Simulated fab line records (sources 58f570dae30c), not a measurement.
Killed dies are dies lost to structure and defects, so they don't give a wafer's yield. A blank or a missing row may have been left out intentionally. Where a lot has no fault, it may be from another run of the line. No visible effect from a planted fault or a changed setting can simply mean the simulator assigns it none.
fab line records    flow berkeley_cmos170
[record] lots = 5  wafers = 23
route steps=331 shown START@3 PWELL@39 ACTIVE@70 PFIELD@80 GATE@130
start_h: the number of hours between the record's first day and the start of the first shown wafer of the lot    wait_h: hours from the lot's prior step to this one    " same as the row above    L1.1+2: a single row standing in for several wafers    - value missing, or start not given    * or withheld: withheld    < > ~ a bound
route shown NAME@n: NAME is a module with steps in the file, n the number in the route of the first one    usual: mean and standard deviation over wafers with no fault    same: alike in all rows    chamber/n: place in a boat    sites: the reading at each site    _std_site: standard deviation of those values    _edge_site: mean of outer sites minus mean of inner sites    radius_mm: how far each site lies from the wafer's centre    mask NAME#n: copy n    behind: tool/chamber where the wafer was last shaped    hold: why the lot went on hold/how many hours it stayed there/how the hold came to an end    device: which transistor (n, p or np) failed to switch    end of line: tests run on the same wafers once the route is complete    where a step has no rows: the recipe by itself    killed: dies that structure and defects cost at the first sort, which is not the same as the wafer's yield    map: dies across one wafer; x = killed, . = not, _ = none there
set.NAME: the setting the step ran with; set.NAME@STEP: the setting that earlier step ran with    model.NAME: the simulator's own value behind a step, which no gauge read
lots run with intentionally changed settings; tables by step, rows by wafer
[[steps]]
[step UCB170_START_OXIDATION_02]
[recipe] temp_c = 950  ambient = O2  target_thk_a = 200  ox_time_s = 1800
lot.wafer  tool        chamber  start_h  wait_h  set.temp_c  model.SiO2_of_START_OXIDATION_02.thk_nm
L074.1     -           -        -        2.4     939.2       17.97
L074.2     "           -        "        "       939.2       17.86
L074.3     "           -        "        "       939.2       17.73
L074.4     "           -        "        "       939.2       17.72
L074.6     "           -        "        "       939.2       17.95
L075.1     -           -        -        2.1     970         24.34
L075.2     "           -        "        "       970         24.36
L075.3     "           -        "        "       970         24.08
L075.5     "           -        "        "       970         24.02
L075.6     "           -        "        "       970         24.09
L076.1     -           -        -        4.3     972.7       24.37
L076.2     "           -        "        "       972.7       24.33
L076.3     "           -        "        "       972.7       24.93
L076.4     "           -        "        "       972.7       24.63
L076.5     "           -        "        "       972.7       24.61
L084.1     furnace-02  0        64.03    3.9     950         20.33
L084.3     "           0        "        "       950         20.07
L084.6     "           0        "        "       950         20.44
L085.1     -           -        -        3.9     969         24.06
L085.2     "           -        "        "       969         24.31
L085.3     "           -        "        "       969         24.11
L085.4     "           -        "        "       969         24.3
L085.6     "           -        "        "       969         23.66
[step UCB170_START_THK_MEAS_03]
[recipe] reads = SiO2_of_START_OXIDATION_02
[usual] START_OXIDE_THK = 20.1/0.42
lot.wafer  tool           chamber  start_h  wait_h  set.temp_c@START_OXIDATION_02  START_OXIDE_THK[nm]
L074.1     film_metro-03  -        -        -       939.2                          18.0
L074.2     "              -        "        "       939.2                          17.9
L074.3     "              -        "        "       939.2                          17.7
L074.4     "              -        "        "       939.2                          17.8
L074.6     "              -        "        "       939.2                          17.9
L075.1     film_metro-03  -        -        -       970                            24.3
L075.2     "              -        "        "       970                            24.3
L075.3     "              -        "        "       970                            24.1
L075.5     "              -        "        "       970                            24.0
L075.6     "              -        "        "       970                            24.1
L076.1     film_metro-04  -        -        -       972.7                          24.4
L076.2     "              -        "        "       972.7                          24.3
L076.3     "              -        "        "       972.7                          24.9
L076.4     "              -        "        "       972.7                          24.7
L076.5     "              -        "        "       972.7                          24.6
L084.1     film_metro-03  -        65.53    0.0     950                            20.3
L084.3     "              -        "        "       950                            20.0
L084.6     "              -        "        "       950                            20.4
L085.1     film_metro-01  -        -        -       969                            24.1
L085.2     "              -        "        "       969                            24.3
L085.3     "              -        "        "       969                            24.1
L085.4     "              -        "        "       969                            24.3
L085.6     "              -        "        "       969                            23.7
[step UCB170_PWELL_CVD_05]
[recipe] material = Si3N4  target_thk_nm = 220  temp_c = 800  precursor = SiH2Cl2/NH3  time_s = 3300  pressure_mtorr = 200  sih2cl2_flow_sccm = 25  nh3_flow_sccm = 75
lot.wafer  tool      chamber  start_h  wait_h  set.time_s  model.Si3N4_of_PWELL_CVD_05.thk_nm
L074.1     -         -        -        0.0     2840        189.9
L074.2     "         -        "        "       2840        188.2
L074.3     "         -        "        "       2840        188.8
L074.4     "         -        "        "       2840        189.1
L074.6     "         -        "        "       2840        188
L075.1     -         -        -        1.4     3045        200.9
L075.2     "         -        "        "       3045        201
L075.3+5   "         -        "        "       3045        202.3
L075.6     "         -        "        "       3045        201.5
L076.1     -         -        -        1.4     2886        196.9
L076.2     "         -        "        "       2886        195.9
L076.3     "         -        "        "       2886        195.3
L076.4     "         -        "        "       2886        195.5
L076.5     "         -        "        "       2886        196.3
L084.1     lpcvd-01  1        100.08   0.0     3300        221.3
L084.3     "         1        "        "       3300        220.5
L084.6     "         1        "        "       3300        220.8
L085.1     -         -        -        1.4     2811        185.5
L085.2     "         -        "        "       2811        185.9
L085.3     "         -        "        "       2811        187.1
L085.4     "         -        "        "       2811        184.4
L085.6     "         -        "        "       2811        186.5
[step UCB170_PWELL_THK_MEAS_06]
[recipe] reads = Si3N4_of_PWELL_CVD_05
[usual] PWELL_NITRIDE_THK = 219.6/2.1
lot.wafer  tool           chamber  start_h  wait_h  set.time_s@PWELL_CVD_05  PWELL_NITRIDE_THK[nm]
L074.1     film_metro-04  -        -        -       2840                     190.1
L074.2     "              -        "        "       2840                     188.2
L074.3     "              -        "        "       2840                     188.9
L074.4     "              -        "        "       2840                     189.1
L074.6     "              -        "        "       2840                     188.1
L075.1     film_metro-04  -        -        -       3045                     200.8
L075.2     "              -        "        "       3045                     200.8
L075.3     "              -        "        "       3045                     202.1
L075.5     "              -        "        "       3045                     202.2
L075.6     "              -        "        "       3045                     201.6
L076.1     film_metro-02  -        -        -       2886                     196.9
L076.2     "              -        "        "       2886                     196.0
L076.3     "              -        "        "       2886                     195.2
L076.4     "              -        "        "       2886                     195.5
L076.5     "              -        "        "       2886                     196.1
L084.1     film_metro-04  -        101.99   0.0     3300                     221.5
L084.3     "              -        "        "       3300                     220.5
L084.6     "              -        "        "       3300                     220.9
L085.1     film_metro-02  -        -        -       2811                     185.5
L085.2     "              -        "        "       2811                     185.8
L085.3     "              -        "        "       2811                     187.1
L085.4     "              -        "        "       2811                     184.5
L085.6     "              -        "        "       2811                     186.4
[step UCB170_PWELL_DEVELOP_12]
[recipe] developer = TMAH  develop_time_s = 45  resist = KrF  dev_temp_c = 21
lot.wafer   tool            chamber  start_h  wait_h  set.develop_time_s
L074.1+3+6  litho_track-04  0        -        -       49.25
L074.2+4    "               0        "        "       45
L075.1+2    litho_track-01  0        -        -       42.97
L075.3+5+6  "               0        "        "       45
L076.1+2+5  litho_track-02  0        -        -       40.31
L076.3+4    "               0        "        "       45
L084.1+3+6  litho_track-02  0        -        -       45
L085.1+2+3  litho_track-01  0        -        -       40.74
L085.4+6    "               0        "        "       45
[step UCB170_PWELL_ETCH_14]
[recipe] chemistry = CH3F/Ar/O2  target = Si3N4  stop_on = SiO2  CH3F_flow_sccm = 20  Ar_flow_sccm = 50  O2_flow_sccm = 7  pressure_mtorr = 50  rf_w = 450  target_depth_a = 2420  over_etch_frac = 0.1  time_s = 151
lot.wafer  tool         chamber  start_h  wait_h  set.time_s@PWELL_CVD_05  model.etch.depth_nm
L074.1     rie_diel-02  3        56.35    0.0     2840                     189.9
L074.2     "            2        "        "       2840                     188.2
L074.3     "            1        "        "       2840                     188.8
L074.4     "            0        "        "       2840                     189.1
L074.6     "            1        "        "       2840                     188
L075.1     rie_diel-02  0        66.31    0.0     3045                     200.9
L075.2     "            2        "        "       3045                     201
L075.3+5   "            1,0      "        "       3045                     202.3
L075.6     "            1        "        "       3045                     201.5
L076.1     rie_diel-01  2        66.53    0.0     2886                     196.9
L076.2     "            1        "        "       2886                     195.9
L076.3     "            0        "        "       2886                     195.3
L076.4     "            0        "        "       2886                     195.5
L076.5     "            1        "        "       2886                     196.3
L084.1     rie_diel-02  0        103.33   0.0     3300                     221.3
L084.3     "            1        "        "       3300                     220.5
L084.6     "            3        "        "       3300                     220.8
L085.1     rie_diel-01  2        119.60   0.0     2811                     185.5
L085.2     "            3        "        "       2811                     185.9
L085.3     "            0        "        "       2811                     187.1
L085.4     "            1        "        "       2811                     184.4
L085.6     "            0        "        "       2811                     186.5
[step UCB170_ACTIVE_EXPOSE_10]
[recipe] mask_id = ACTIVE  target_cd_nm = 1200  na = 0.5  sigma_outer = 0.6  source_shape = conventional  dose_mj = 20
lot.wafer   tool            chamber  start_h  wait_h  mask      set.dose_mj
L074.1+3    krf_scanner-01  0        88.20    0.2     ACTIVE#0  21.48
L074.2+4+6  "               0        "        "       ACTIVE#0  20
L075.1+5+6  krf_scanner-02  0        105.91   0.2     ACTIVE#0  20
L075.2+3    "               0        "        "       ACTIVE#0  21.4
L076.1+2+3  krf_scanner-02  0        106.03   0.4     ACTIVE#0  20
L076.4+5    "               0        "        "       ACTIVE#0  20.39
L084.1+3+6  krf_scanner-02  0        142.01   0.4     ACTIVE#0  20
L085.1+6    krf_scanner-01  0        160.52   0.2     ACTIVE#0  19.55
L085.2+3+4  "               0        "        "       ACTIVE#0  20
[step UCB170_ACTIVE_PEB_11]
[recipe] peb_temp_c = 130.8  peb_time_s = withheld  resist = KrF
[step UCB170_ACTIVE_DEVELOP_12]
[recipe] developer = TMAH  develop_time_s = 45  resist = KrF  dev_temp_c = 21
[step UCB170_ACTIVE_CD_MEAS_13]
[recipe] target_cd_nm = 1200
[usual] cd_nm = 1200.3/1.3
lot.wafer  tool       chamber  start_h  wait_h  set.dose_mj@ACTIVE_EXPOSE_10  cd_nm
L074.1     cd_sem-02  -        88.59    -       21.48                         1188.4
L074.2     "          -        "        "       20                            1202.5
L074.3     "          -        "        "       21.48                         1189.4
L074.4     "          -        "        "       20                            1199.7
L074.6     "          -        "        "       20                            1201.0
L075.1     cd_sem-02  -        106.30   -       20                            1201.0
L075.2     "          -        "        "       21.4                          1188.1
L075.3     "          -        "        "       21.4                          1188.8
L075.5     "          -        "        "       20                            1202.7
L075.6     "          -        "        "       20                            1201.6
L076.1     cd_sem-01  -        106.42   -       20                            1201.2
L076.2     "          -        "        "       20                            1198.1
L076.3     "          -        "        "       20                            1198.6
L076.4     "          -        "        "       20.39                         1195.7
L076.5     "          -        "        "       20.39                         1195.0
L084.1     cd_sem-01  -        142.62   -       20                            1200.5
L084.3     "          -        "        "       20                            1202.3
L084.6     "          -        "        "       20                            1202.7
L085.1     cd_sem-01  -        160.91   -       19.55                         1204.5
L085.2     "          -        "        "       20                            1199.9
L085.3     "          -        "        "       20                            1198.3
L085.4     "          -        "        "       20                            1198.7
L085.6     "          -        "        "       19.55                         1204.5
[step UCB170_ACTIVE_ETCH_15]
[recipe] chemistry = CH3F/Ar/O2  target = Si3N4  stop_on = SiO2  CH3F_flow_sccm = 20  Ar_flow_sccm = 50  O2_flow_sccm = 7  pressure_mtorr = 50  rf_w = 450  target_depth_a = 2420  over_etch_frac = 0.1  time_s = 151
lot.wafer  tool         chamber  start_h  wait_h  set.dose_mj@ACTIVE_EXPOSE_10  model.ACTIVE.cd_nm
L074.1     rie_diel-01  1        88.74    0.0     21.48                         1188
L074.2     "            2        "        "       20                            1203
L074.3     "            0        "        "       21.48                         1190
L074.4     "            3        "        "       20                            1200
L074.6     "            2        "        "       20                            1201
L075.1+6   rie_diel-04  1,0      106.46   0.0     20                            1201
L075.2     "            0        "        "       21.4                          1188
L075.3     "            3        "        "       21.4                          1189
L075.5     "            3        "        "       20                            1203
L076.1     rie_diel-01  0        106.58   0.0     20                            1201
L076.2+3   "            1,3      "        "       20                            1198
L076.4     "            2        "        "       20.39                         1196
L076.5     "            3        "        "       20.39                         1195
L084.1     rie_diel-03  0        142.78   0.0     20                            1200
L084.3+6   "            3,2      "        "       20                            1202
L085.1     rie_diel-01  2        161.07   0.0     19.55                         1205
L085.2     "            1        "        "       20                            1200
L085.3+4   "            0        "        "       20                            1199
L085.6     "            2        "        "       19.55                         1204
[step UCB170_ACTIVE_STRIP_16]
[recipe] chemistry = O2  power_w = 400  pressure_mtorr = 3500  platen_temp_c = withheld  o2_flow_sccm = 400  overash_fraction = 0.5
[step UCB170_ACTIVE_CD_MEAS_90]
[recipe] target_cd_nm = 1200
[usual] cd_nm = 1200.4/1.3
lot.wafer  tool       chamber  start_h  wait_h  set.dose_mj@ACTIVE_EXPOSE_10  cd_nm
L074.1     cd_sem-02  -        89.07    0.2     21.48                         1188.3
L074.2     "          -        "        "       20                            1202.5
L074.3     "          -        "        "       21.48                         1189.9
L074.4     "          -        "        "       20                            1200.5
L074.6     "          -        "        "       20                            1201.0
L075.1     cd_sem-01  -        106.66   0.1     20                            1201.4
L075.2     "          -        "        "       21.4                          1188.4
L075.3     "          -        "        "       21.4                          1188.8
L075.5     "          -        "        "       20                            1202.6
L075.6     "          -        "        "       20                            1201.2
L076.1     cd_sem-02  -        106.78   0.1     20                            1200.8
L076.2     "          -        "        "       20                            1198.4
L076.3     "          -        "        "       20                            1198.7
L076.4     "          -        "        "       20.39                         1195.7
L076.5     "          -        "        "       20.39                         1195.4
L084.1     cd_sem-01  -        142.98   0.1     20                            1200.4
L084.3     "          -        "        "       20                            1202.4
L084.6     "          -        "        "       20                            1202.5
L085.1     cd_sem-02  -        161.27   0.1     19.55                         1204.9
L085.2     "          -        "        "       20                            1199.7
L085.3     "          -        "        "       20                            1198.1
L085.4     "          -        "        "       20                            1198.8
L085.6     "          -        "        "       19.55                         1204.3
[step UCB170_PFIELD_COAT_01]
[recipe] resist = KrF  spin_rpm = 1500  resist_thk_nm = 900
lot.wafer  tool            chamber  start_h  wait_h  set.resist_thk_nm  model.KrF_of_PFIELD_COAT_01.thk_nm
L074.1     litho_track-01  0        89.58    0.1     900                901.1
L074.2     "               0        "        "       900                903.4
L074.3     "               0        "        "       853.4              855.4
L074.4     "               0        "        "       900                902.2
L074.6     "               0        "        "       853.4              858.3
L075.1     litho_track-03  0        108.17   0.1     920.8              922
L075.2     "               0        "        "       920.8              920.4
L075.3     "               0        "        "       900                900.4
L075.5     "               0        "        "       920.8              919.4
L075.6     "               0        "        "       900                901.2
L076.1     litho_track-01  0        108.26   0.1     869.9              870.8
L076.2     "               0        "        "       900                898.6
L076.3     "               0        "        "       869.9              872.4
L076.4     "               0        "        "       900                899.5
L076.5     "               0        "        "       869.9              869.6
L084.1     litho_track-01  0        143.61   0.1     900                896.2
L084.3     "               0        "        "       900                899.3
L084.6     "               0        "        "       900                898.2
L085.1     litho_track-04  0        162.13   0.1     900                901.5
L085.2     "               0        "        "       900                901
L085.3     "               0        "        "       900                898.1
L085.4     "               0        "        "       900                904.3
L085.6     "               0        "        "       900                899.7
[step UCB170_PFIELD_DEVELOP_05]
[recipe] developer = TMAH  develop_time_s = 45  resist = KrF  dev_temp_c = 21
lot.wafer  tool            chamber  start_h  wait_h  set.develop_time_s  set.resist_thk_nm@PFIELD_COAT_01  model.KrF_of_PFIELD_COAT_01.thk_nm
L074.1     litho_track-04  0        -        -       45                  900                               886.9
L074.2     "               0        "        "       51.42               900                               888.8
L074.3     "               0        "        "       51.42               853.4                             840.9
L074.4     "               0        "        "       45                  900                               888
L074.6     "               0        "        "       51.42               853.4                             843.8
L075.1     litho_track-01  0        -        -       51.12               920.8                             907.5
L075.2     "               0        "        "       45                  920.8                             906.2
L075.3     "               0        "        "       51.12               900                               885.9
L075.5     "               0        "        "       45                  920.8                             905.2
L075.6     "               0        "        "       51.12               900                               886.7
L076.1     litho_track-03  0        -        -       42.33               869.9                             856.8
L076.2     "               0        "        "       45                  900                               884.4
L076.3     "               0        "        "       45                  869.9                             858.2
L076.4     "               0        "        "       42.33               900                               885.4
L076.5     "               0        "        "       45                  869.9                             855.4
L084.1     litho_track-03  0        -        -       45                  900                               882
L084.3     "               0        "        "       45                  900                               885.1
L084.6     "               0        "        "       45                  900                               884
L085.1     litho_track-03  0        -        -       45                  900                               887.3
L085.2     "               0        "        "       48.61               900                               886.6
L085.3     "               0        "        "       45                  900                               883.9
L085.4     "               0        "        "       45                  900                               890.1
L085.6     "               0        "        "       48.61               900                               885.3
[step UCB170_PFIELD_IMPLANT_07]
[recipe] species = B  dose_cm2 = 2e+13  energy_kev = 80  tilt_deg = 7
[step UCB170_PFIELD_STRIP_08]
[recipe] chemistry = O2  power_w = 400  pressure_mtorr = 3500  platen_temp_c = withheld  o2_flow_sccm = 400  overash_fraction = 0.5
[usual] strip_time_to_endpoint_s = 21.66/0.051
lot.wafer  tool             chamber  start_h  wait_h  set.resist_thk_nm@PFIELD_COAT_01  strip_time_to_endpoint_s
L074.1     plasma_asher-02  1        90.59    0.1     900                               21.65
L074.2     "                0        "        "       900                               21.69
L074.3     "                0        "        "       853.4                             20.58
L074.4     "                1        "        "       900                               21.69
L074.6     "                0        "        "       853.4                             20.62
L075.1     plasma_asher-03  0        109.04   0.1     920.8                             22.15
L075.2     "                1        "        "       920.8                             22.12
L075.3     "                0        "        "       900                               21.61
L075.5     "                0        "        "       920.8                             22.08
L075.6     "                1        "        "       900                               21.65
L076.1     plasma_asher-03  0        109.37   0.1     869.9                             20.94
L076.2     "                1        "        "       900                               21.59
L076.3     "                0        "        "       869.9                             20.97
L076.4     "                1        "        "       900                               21.62
L076.5     "                0        "        "       869.9                             20.91
L084.1     plasma_asher-01  1        145.16   0.1     900                               21.53
L084.3     "                0        "        "       900                               21.60
L084.6     "                0        "        "       900                               21.57
L085.1     plasma_asher-02  1        163.01   0.1     900                               21.66
L085.2     "                0        "        "       900                               21.65
L085.3     "                0        "        "       900                               21.58
L085.4     "                1        "        "       900                               21.72
L085.6     "                0        "        "       900                               21.63
[step UCB170_GATE_CVD_04]
[recipe] material = poly-Si  temp_c = 610  precursor = SiH4  time_s = 1440  pressure_mtorr = 375  target_thk_nm = 214  sih4_flow_sccm = 120
lot.wafer  tool      chamber  start_h  wait_h  set.temp_c  model.poly-Si_of_GATE_CVD_04.thk_nm
L074.1     -         -        -        1.4     600.9       171.8
L074.2     "         -        "        "       600.9       172.7
L074.3     "         -        "        "       600.9       172.3
L074.4     "         -        "        "       600.9       173.7
L074.6     "         -        "        "       600.9       172.9
L075.1     -         -        -        0.0     623.9       298.4
L075.2+3   "         -        "        "       623.9       299
L075.5     "         -        "        "       623.9       296.2
L075.6     "         -        "        "       623.9       298.1
L076.1     -         -        -        0.0     605.1       188.3
L076.2+3   "         -        "        "       605.1       189.2
L076.4     "         -        "        "       605.1       191.4
L076.5     "         -        "        "       605.1       187.9
L084.1     lpcvd-01  1        191.13   0.0     610         213.8
L084.3     "         1        "        "       610         213.1
L084.6     "         1        "        "       610         212.6
L085.1     -         -        -        0.6     610         214.8
L085.2     "         -        "        "       610         214.6
L085.3     "         -        "        "       610         216.2
L085.4     "         -        "        "       610         215.1
L085.6     "         -        "        "       610         216.6
[step UCB170_GATE_THK_MEAS_05]
[recipe] reads = poly-Si_of_GATE_CVD_04
[usual] GATE_POLY_THK = 213.8/1.4
lot.wafer  tool           chamber  start_h  wait_h  set.temp_c@GATE_CVD_04  GATE_POLY_THK[nm]
L074.1     film_metro-02  -        -        -       600.9                   171.7
L074.2     "              -        "        "       600.9                   172.8
L074.3     "              -        "        "       600.9                   172.4
L074.4     "              -        "        "       600.9                   173.6
L074.6     "              -        "        "       600.9                   172.9
L075.1     film_metro-01  -        -        -       623.9                   298.2
L075.2     "              -        "        "       623.9                   298.7
L075.3     "              -        "        "       623.9                   298.9
L075.5     "              -        "        "       623.9                   296.2
L075.6     "              -        "        "       623.9                   298.4
L076.1     film_metro-04  -        -        -       605.1                   188.2
L076.2     "              -        "        "       605.1                   189.2
L076.3     "              -        "        "       605.1                   189.3
L076.4     "              -        "        "       605.1                   191.6
L076.5     "              -        "        "       605.1                   187.9
L084.1     film_metro-01  -        192.53   0.0     610                     213.6
L084.3     "              -        "        "       610                     213.1
L084.6     "              -        "        "       610                     212.5
L085.1     film_metro-04  -        -        -       610                     214.7
L085.2     "              -        "        "       610                     214.7
L085.3     "              -        "        "       610                     216.2
L085.4     "              -        "        "       610                     215.2
L085.6     "              -        "        "       610                     216.5
[step UCB170_GATE_DEVELOP_11]
[recipe] developer = TMAH  develop_time_s = 45  resist = KrF  dev_temp_c = 21
lot.wafer       tool            chamber  start_h  wait_h  set.develop_time_s
L074.1+2        litho_track-03  0        -        -       45
L074.3+4+6      "               0        "        "       49.84
L076.1+3+4      litho_track-02  0        -        -       46.93
L076.2+5        "               0        "        "       45
L075.1+2+3      litho_track-01  0        -        -       45
L075.5+6        "               0        "        "       46.9
L084.1+3+6      litho_track-01  0        -        -       45
L085.1+2+3+4+6  litho_track-01  0        -        -       45
[step UCB170_GATE_ETCH_14]
[recipe] chemistry = N2/H2  target_depth_a = withheld  overetch_a = withheld  target = BARC  time_s = withheld  source_w = 500  bias_w = 100  pressure_mtorr = 30  n2_flow_sccm = 100  h2_flow_sccm = 200
[step UCB170_GATE_ETCH_15]
[recipe] chemistry = HBr/Cl2  target = poly-Si  stop_on = SiO2  over_etch_frac = 0.3  icp_w = 300  bias_w = 150  time_s = 56.3  pressure_mtorr = 15  HBr_flow_sccm = 150  Cl2_flow_sccm = 50  target_depth_a = 2782
[usual] oes_product_au = 0.832/0.014
lot.wafer  tool       chamber  start_h  wait_h  set.temp_c@GATE_CVD_04  oes_product_au  model.GATE.feature_depth_nm  model.etch.depth_nm
L074.1     rie_si-02  2        159.78   -       600.9                   0.706           171.8                        171.8
L074.2     "          0        "        "       600.9                   0.716           172.7                        172.7
L074.3     "          1        "        "       600.9                   0.734           172.4                        172.3
L074.4     "          3        "        "       600.9                   0.731           173.7                        173.7
L074.6     "          2        "        "       600.9                   0.713           172.9                        172.9
L076.1     rie_si-01  3        169.69   -       605.1                   0.784           188.3                        188.3
L076.2     "          2        "        "       605.1                   0.761           189.2                        189.2
L076.3     "          0        "        "       605.1                   0.768           189.3                        189.2
L076.4     "          1        "        "       605.1                   0.765           191.4                        191.4
L076.5     "          1        "        "       605.1                   0.754           187.9                        187.9
L075.1     rie_si-01  3        170.01   -       623.9                   1.019           274.9                        274.9
L075.2     "          0        "        "       623.9                   0.990           272.8                        272.8
L075.3     "          2        "        "       623.9                   0.994           275.4                        275.4
L075.5     "          0        "        "       623.9                   0.995           270.6                        270.6
L075.6     "          3        "        "       623.9                   1.020           272.9                        272.9
L084.1     rie_si-02  2        194.96   -       610                     0.824           213.8                        213.8
L084.3     "          0        "        "       610                     0.817           213.1                        213.1
L084.6     "          3        "        "       610                     0.841           212.6                        212.6
L085.1     rie_si-01  1        210.40   -       610                     0.826           214.8                        214.8
L085.2     "          3        "        "       610                     0.863           214.6                        214.6
L085.3     "          2        "        "       610                     0.834           216.2                        216.2
L085.4     "          0        "        "       610                     0.842           215.1                        215.1
L085.6     "          1        "        "       610                     0.834           216.5                        216.6
[[key]]
[split] step = UCB170_START_OXIDATION_02  setting = temp_c  stated = 950  by = lot
[response] step = UCB170_START_OXIDATION_02  reading = model.SiO2_of_START_OXIDATION_02.thk_nm  change = +1.93  per = 1%  r = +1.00
[response] step = UCB170_START_THK_MEAS_03  reading = START_OXIDE_THK  change = +1.92  per = 1%  r = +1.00
[split] step = UCB170_PWELL_CVD_05  setting = time_s  stated = 3300  by = lot
[response] step = UCB170_PWELL_CVD_05  reading = model.Si3N4_of_PWELL_CVD_05.thk_nm  change = +2.23  per = 1%  r = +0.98
[response] step = UCB170_PWELL_THK_MEAS_06  reading = PWELL_NITRIDE_THK  change = +2.23  per = 1%  r = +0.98
[response] step = UCB170_PWELL_ETCH_14  reading = model.etch.depth_nm  change = +2.23  per = 1%  r = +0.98
[split] step = UCB170_PWELL_DEVELOP_12  setting = develop_time_s  stated = 45  by = wafer
response none clear
[split] step = UCB170_ACTIVE_EXPOSE_10  setting = dose_mj  stated = 20  by = wafer
[response] step = UCB170_ACTIVE_CD_MEAS_13  reading = cd_nm  change = -1.81  per = 1%  r = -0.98
[response] step = UCB170_ACTIVE_ETCH_15  reading = model.ACTIVE.cd_nm  change = -1.79  per = 1%  r = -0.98
[response] step = UCB170_ACTIVE_CD_MEAS_90  reading = cd_nm  change = -1.8  per = 1%  r = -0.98
[split] step = UCB170_PFIELD_COAT_01  setting = resist_thk_nm  stated = 900  by = wafer
[response] step = UCB170_PFIELD_COAT_01  reading = model.KrF_of_PFIELD_COAT_01.thk_nm  change = +8.64  per = 1%  r = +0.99
[response] step = UCB170_PFIELD_DEVELOP_05  reading = model.KrF_of_PFIELD_COAT_01.thk_nm  change = +8.68  per = 1%  r = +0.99
[response] step = UCB170_PFIELD_STRIP_08  reading = strip_time_to_endpoint_s  change = *  per = 1%  r = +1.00
[split] step = UCB170_PFIELD_DEVELOP_05  setting = develop_time_s  stated = 45  by = wafer
response none clear
[split] step = UCB170_GATE_CVD_04  setting = temp_c  stated = 610  by = lot
[response] step = UCB170_GATE_CVD_04  reading = model.poly-Si_of_GATE_CVD_04.thk_nm  change = +33.9  per = 1%  r = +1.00
[response] step = UCB170_GATE_THK_MEAS_05  reading = GATE_POLY_THK  change = +33.9  per = 1%  r = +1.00
[response] step = UCB170_GATE_ETCH_15  reading = oes_product_au  change = +0.0758  per = 1%  r = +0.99
[response] step = UCB170_GATE_ETCH_15  reading = model.GATE.feature_depth_nm  change = +26.9  per = 1%  r = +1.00
[response] step = UCB170_GATE_ETCH_15  reading = model.etch.depth_nm  change = +26.9  per = 1%  r = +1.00
[split] step = UCB170_GATE_DEVELOP_11  setting = develop_time_s  stated = 45  by = wafer
response none clear
